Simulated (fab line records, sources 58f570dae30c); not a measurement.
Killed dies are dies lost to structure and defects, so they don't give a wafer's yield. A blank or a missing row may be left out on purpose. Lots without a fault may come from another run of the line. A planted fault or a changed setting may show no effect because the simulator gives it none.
Split-lot experiment | flow berkeley_cmos170 | 5 lots, 23 wafers read, on a route of 331 steps

THE SPLIT
At UCB170_M1_METAL_ETCH_12 (etches Al in Cl2/BCl3, stops on PSG, target depth 780 nm, time 130 s), the setting time_s was moved away from the recipe's 130 s on 7 of the 23 wafers read, by -11.8% to +14.5%. The other wafers ran this setting at the recipe's value.

The reading is taken at the split's own step.

THE READING
KrF_of_M1_COAT_04.thk_nm (the simulator's own value, which no gauge read), in nm, at UCB170_M1_METAL_ETCH_12 (etches Al in Cl2/BCl3, stops on PSG, target depth 780 nm, time 130 s). The file gives no usual value for it. The 16 wafers here that ran the recipe average 437.2 nm, standard deviation 9.3 nm.

wafer  | tool, chamber at the split | time_s as run, s | against the recipe | KrF_of_M1_COAT_04.thk_nm, nm | against lot-mates on the recipe
L076.1 | rie_metal-04, 0            | 130              | recipe             | 430.4                        | -
L076.2 | rie_metal-04, 1            | 130              | recipe             | 438                          | -
L076.4 | rie_metal-04, 0            | 130              | recipe             | 430.6                        | -
L076.5 | rie_metal-04, 1            | 130              | recipe             | 436.8                        | -
L076.6 | rie_metal-04, 0            | 130              | recipe             | 434.2                        | -
L077.1 | rie_metal-04, 0            | 130              | recipe             | 425.8                        | -
L077.3 | rie_metal-04, 0            | 130              | recipe             | 434.9                        | -
L077.5 | rie_metal-04, 0            | 130              | recipe             | 430.7                        | -
L078.1 | rie_metal-01, 0            | 130              | recipe             | 440.5                        | -
L078.2 | rie_metal-01, 1            | 130              | recipe             | 453.2                        | -
L078.4 | rie_metal-01, 1            | 114.7            | -11.8%             | 506.9                        | +60.0
L078.5 | rie_metal-01, 1            | 114.7            | -11.8%             | 500.6                        | +53.8
L078.6 | rie_metal-01, 0            | 114.7            | -11.8%             | 493.6                        | +46.8
L081.1 | rie_metal-04, 0            | 130              | recipe             | 429.6                        | -
L081.2 | rie_metal-04, 0            | 130              | recipe             | 430.6                        | -
L081.3 | rie_metal-04, 0            | 118.4            | -8.9%              | 466.7                        | +37.3
L081.5 | rie_metal-04, 0            | 118.4            | -8.9%              | 469.6                        | +40.2
L081.6 | rie_metal-04, 0            | 130              | recipe             | 428                          | -
L084.1 | rie_metal-01, 0            | 148.9            | +14.5%             | 371.3                        | -79.4
L084.3 | rie_metal-01, 1            | 130              | recipe             | 454.4                        | -
L084.4 | rie_metal-01, 0            | 130              | recipe             | 442                          | -
L084.5 | rie_metal-01, 1            | 130              | recipe             | 455.8                        | -
L084.6 | rie_metal-01, 0            | 148.9            | +14.5%             | 375.4                        | -75.3

THE FIT
A straight line over all 23 wafers: KrF_of_M1_COAT_04.thk_nm changes by -4.64 nm for each +1% of time_s; r = -0.96; the points scatter about the line by 9.6 nm.
The same after taking each lot's own level away (the mean of its wafers on the recipe; 23 wafers): -4.88 nm for each +1%; r = -0.99; scatter 4.9 nm.
On that fit, the largest move of time_s shifts the reading by 71 nm.
The lots' own levels span 429.40 to 450.73 nm, that is 2.3 times the standard deviation above.
So the lot-to-lot level changes the slope little: the two slopes agree.
Check: with one of the wafers moved furthest among these (+14.5%) left out of the fit, the line predicts -69.5 nm for it against its lot-mates. It came out at -79.4 nm against them.

OTHER SPLITS ON THESE WAFERS
These wafers also went through other splits before the reading. Each is held against what the fit with the lots' levels taken away leaves over:
other split on the same wafers    | wafers away from the commonest value | r with KrF_of_M1_COAT_04.thk_nm (lot level and that fit taken away)
UCB170_PSD_EXPOSE_03 dose_mj      | 8                                    | -0.36
UCB170_PSD_IMPLANT_08 energy_kev  | 7                                    | +0.10
UCB170_BACKSIDE_COAT_01 spin_rpm  | 10                                   | -0.09
UCB170_SILICIDE_SPUTTER_01 time_s | 9                                    | +0.07

THE FILE'S OWN FIT
KrF_of_M1_COAT_04.thk_nm changes by -4.89 nm for each +1% of time_s, r = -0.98.
